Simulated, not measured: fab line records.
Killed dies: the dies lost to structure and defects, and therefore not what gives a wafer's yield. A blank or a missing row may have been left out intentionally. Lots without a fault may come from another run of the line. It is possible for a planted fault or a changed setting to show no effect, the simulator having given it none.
Which tool is to blame?	flow berkeley cmos170	Sampling: 24 lots, 72 wafers, 5 of 331 route steps

== WHAT EACH GAUGE READ, for each wafer ==
UCB170_V1_THK_MEAS_01.
lot	measured	on	V1_TEOS_THK (nm)
L074	day 7 09:38	film metro-03	1971 1964 2011
L076	day 7 19:38	film metro-02	2009 1980 2007
L075	day 7 19:48	film metro-03	1983 1995 1991
L079	day 8 12:59	film metro-03	1991 1980 2005
L077	day 8 12:59	film metro-02	1918 1960 1963
L078	day 8 13:00	film metro-04	1967 2010 1998
L080	day 8 15:39	film metro-03	1974 2012 2017
L081	day 8 15:39	film metro-04	2001 2000 2007
L082	day 9 03:02	film metro-03	1980 1984 2002
L086	day 9 17:57	film metro-03	1964 1952 2012
L085	day 9 17:57	film metro-02	2002 2003 2048
L084	day 9 17:58	film metro-04	1981 2040 2002
L083	day 9 18:07	film metro-02	1949 2004 2003
L087	day 9 22:59	film metro-03	1976 1991 2032
L088	day 10 08:13	film metro-04	1981 1966 1995
L089	day 10 08:13	film metro-03	1950 1982 2003
L091	day 10 18:14	film metro-02	2034 2039 2030
L094	day 11 00:01	film metro-02	1984 2022 1968
L092	day 11 00:02	film metro-04	1999 2016 2018
L093	day 11 00:05	film metro-02	2005 1958 1979
L090	day 11 00:11	film metro-04	1979 2012 1988
L095	day 11 12:05	film metro-02	1996 1968 2003
L096	day 11 12:05	film metro-03	2020 1977 2007
L097	day 11 23:50	film metro-03	1967 1984 2023

UCB170_M2_OVL_MEAS_16.
lot	measured	on	M2_OVL (nm)
L074	day 7 15:29	overlay-01	-4 -7 -6
L076	day 8 03:52	overlay-01	4 5 4
L075	day 8 03:47	overlay-02	4 3 4
L079	day 8 17:39	overlay-02	2 2 0
L077	day 8 18:03	overlay-01	9 5 5
L078	day 8 21:13	overlay-01	-4 -2 3
L080	day 8 21:30	overlay-02	4 6 4
L081	day 8 21:59	overlay-01	0 4 4
L082	day 9 10:20	overlay-01	0 6 -2
L086	day 9 23:59	overlay-02	0 0 1
L085	day 10 00:39	overlay-02	-18 -10 -11
L084	day 10 00:47	overlay-01	-10 -10 -11
L083	day 10 02:19	overlay-01	3 -3 3
L087	day 10 06:33	overlay-01	-6 -1 -6
L088	day 10 14:02	overlay-02	-3 1 -3
L089	day 10 14:19	overlay-01	5 1 0
L091	day 11 06:49	overlay-01	1 -5 -1
L094	day 11 07:25	overlay-02	3 3 4
L092	day 11 08:37	overlay-01	5 -3 2
L093	day 11 08:14	overlay-02	3 3 10
L090	day 11 08:58	overlay-01	1 -1 -8
L095	day 11 16:58	overlay-01	-20 -8 -18
L096	day 11 17:17	overlay-02	15 7 13
L097	day 12 04:44	overlay-01	0 2 -5

UCB170_M3_THK_MEAS_03: measures by xrf.
lot	measured	on	M3_AL_THK (nm)
L074	day 7 19:35	film metro-03	908 910 904
L076	day 8 07:25	film metro-01	923 912 928
L075	day 8 07:38	film metro-03	908 905 908
L079	day 8 21:03	film metro-03	883 900 895
L077	day 8 21:40	film metro-01	905 904 910
L078	day 9 01:50	film metro-04	909 921 902
L080	day 9 02:20	film metro-03	907 915 912
L081	day 9 02:27	film metro-04	920 927 927
L082	day 9 13:29	film metro-04	940 913 921
L086	day 10 04:28	film metro-01	896 908 898
L085	day 10 04:50	film metro-04	907 924 910
L084	day 10 05:27	film metro-03	899 894 892
L083	day 10 06:02	film metro-01	901 921 913
L087	day 10 10:19	film metro-03	902 896 909
L088	day 10 17:08	film metro-04	911 913 917
L089	day 10 17:41	film metro-01	909 906 907
L091	day 11 11:00	film metro-03	921 925 923
L094	day 11 11:06	film metro-04	919 907 918
L092	day 11 12:21	film metro-04	909 912 911
L093	day 11 12:02	film metro-01	923 920 925
L090	day 11 12:53	film metro-03	904 905 917
L095	day 11 20:07	film metro-01	925 928 917
L096	day 11 20:40	film metro-04	899 918 908
L097	day 12 10:11	film metro-03	922 925 928

== WHICH TOOL RAN EACH LOT (tool, then ch and the chambers of the sampled wafers, then the start) ==
lot	UCB170_CONTACT_ETCH_18	UCB170_M3_SPUTTER_01
L074	rie diel-02 ch 1,2,3, day 7 09:38 or earlier	pvd sputter-01, day 7 19:23
L076	rie diel-01 ch 1,2,3, day 7 19:38 or earlier	pvd sputter-03, day 8 07:12
L075	rie diel-04 ch 0,1,3, day 7 19:48 or earlier	pvd sputter-01, day 8 07:26
L079	rie diel-01 ch 0,1, day 8 12:59 or earlier	pvd sputter-01, day 8 20:50
L077	rie diel-02 ch 1,3, day 8 12:59 or earlier	pvd sputter-04, day 8 21:26
L078	rie diel-04 ch 2,3, day 8 13:00 or earlier	pvd sputter-01, day 9 01:38
L080	rie diel-01 ch 0,2, day 8 15:39 or earlier	pvd sputter-03, day 9 02:07
L081	rie diel-02 ch 0,3, day 8 15:39 or earlier	pvd sputter-04, day 9 02:14
L082	rie diel-02 ch 0,2,3, day 9 03:02 or earlier	pvd sputter-03, day 9 13:17
L086	rie diel-02 ch 0,3, day 9 17:57 or earlier	pvd sputter-03, day 10 04:16
L085	rie diel-02 ch 0,2,3, day 9 17:57 or earlier	pvd sputter-04, day 10 04:38
L084	rie diel-01 ch 1,2,3, day 9 17:58 or earlier	pvd sputter-01, day 10 05:14
L083	rie diel-02 ch 2,3, day 9 18:07 or earlier	pvd sputter-03, day 10 05:50
L087	rie diel-04 ch 2,3, day 9 22:59 or earlier	pvd sputter-04, day 10 10:06
L088	rie diel-02 ch 0,1,2, day 10 08:13 or earlier	pvd sputter-03, day 10 16:56
L089	rie diel-04 ch 0,1,3, day 10 08:13 or earlier	pvd sputter-04, day 10 17:29
L091	rie diel-04 ch 0,1,3, day 10 18:14 or earlier	pvd sputter-04, day 11 10:47
L094	rie diel-01 ch 0,1, day 11 00:01 or earlier	pvd sputter-01, day 11 10:54
L092	rie diel-04 ch 0,3, day 11 00:02 or earlier	pvd sputter-04, day 11 12:08
L093	rie diel-01 ch 1,2, day 11 00:05 or earlier	pvd sputter-03, day 11 11:50
L090	rie diel-02 ch 0,1,2, day 11 00:11 or earlier	pvd sputter-01, day 11 12:41
L095	rie diel-01 ch 0,1,2, day 11 12:05 or earlier	pvd sputter-04, day 11 19:54
L096	rie diel-02 ch 0,1,2, day 11 12:05 or earlier	pvd sputter-03, day 11 20:28
L097	rie diel-04 ch 0,1, day 11 23:50 or earlier	pvd sputter-04, day 12 09:59
- UCB170_CONTACT_ETCH_18: etches PSG in CHF3/CF4/Ar, stops on TiSi2, target depth 840 nm, time 195 s.
- UCB170_M3_SPUTTER_01: material Al, target thk 900 nm, time 120 s.

== AS READ BY THE TOOLS THEMSELVES (means over the sampled wafers that have a number; for cases with no such wafer, the mark the record gives instead) ==
UCB170_CONTACT_ETCH_18.
lot	tool	drypump motor current A (A)	oes product au (a.u.)	throttle valve pct (%)
L074	rie diel-02	5.78	0.880	6.88
L076	rie diel-01	5.67	0.902	6.98
L075	rie diel-04	5.80	0.903	7.05
L079	rie diel-01	5.72	0.903	7.00
L077	rie diel-02	5.61	0.891	6.92
L078	rie diel-04	6.09	0.901	7.02
L080	rie diel-01	6.15	0.903	7.03
L081	rie diel-02	5.79	0.901	6.94
L082	rie diel-02	5.95	0.894	6.94
L086	rie diel-02	5.94	0.903	7.02
L085	rie diel-02	5.95	0.895	6.93
L084	rie diel-01	5.67	0.911	6.98
L083	rie diel-02	5.79	0.913	6.85
L087	rie diel-04	6.09	0.894	7.00
L088	rie diel-02	5.94	0.890	6.97
L089	rie diel-04	5.83	0.892	7.06
L091	rie diel-04	5.80	0.897	7.06
L094	rie diel-01	5.85	0.898	6.98
L092	rie diel-04	5.78	0.918	7.05
L093	rie diel-01	6.14	0.910	7.12
L090	rie diel-02	5.96	0.886	6.96
L095	rie diel-01	5.99	0.899	7.04
L096	rie diel-02	5.95	0.895	6.97
L097	rie diel-04	5.73	0.895	7.04

UCB170_M3_SPUTTER_01.
lot	tool	throttle valve pct (%)
L074	pvd sputter-01	30.9
L076	pvd sputter-03	30.3
L075	pvd sputter-01	31.0
L079	pvd sputter-01	31.0
L077	pvd sputter-04	31.0
L078	pvd sputter-01	31.0
L080	pvd sputter-03	29.2
L081	pvd sputter-04	29.6
L082	pvd sputter-03	28.8
L086	pvd sputter-03	29.2
L085	pvd sputter-04	29.3
L084	pvd sputter-01	30.3
L083	pvd sputter-03	31.0
L087	pvd sputter-04	29.9
L088	pvd sputter-03	30.5
L089	pvd sputter-04	30.7
L091	pvd sputter-04	30.3
L094	pvd sputter-01	30.9
L092	pvd sputter-04	28.4
L093	pvd sputter-03	29.1
L090	pvd sputter-01	29.4
L095	pvd sputter-04	29.8
L096	pvd sputter-03	29.0
L097	pvd sputter-04	29.4

== THE ANSWER, worked out from the rows above alone ==
Rule: what is usual is taken from the lots themselves. Put in order of their means at a reading, lots are off if they are a third of the lots or fewer, leave a main group of 4 or more, and stand apart from it by a gap of 3 or more times the standard deviation of the main group's means; of several such gaps the widest counts. A main group whose means are all the same, to the digits that the tables above print for the reading, isn't used. A lot without any number at a reading at which 4 lots or more have one is off too. The other lots that the step has rows for count as sound. Order of review: gauges by route order, followed by the tools' own readings, for which a lot's mean as printed above is used. At the first step where some lot is off, the reading lying furthest off is the one used; lots without a number count as furthest.
Across all readings shown, no lot is off: no conclusion can be drawn from this.

== WHAT THE SIMULATOR PUT IN ==
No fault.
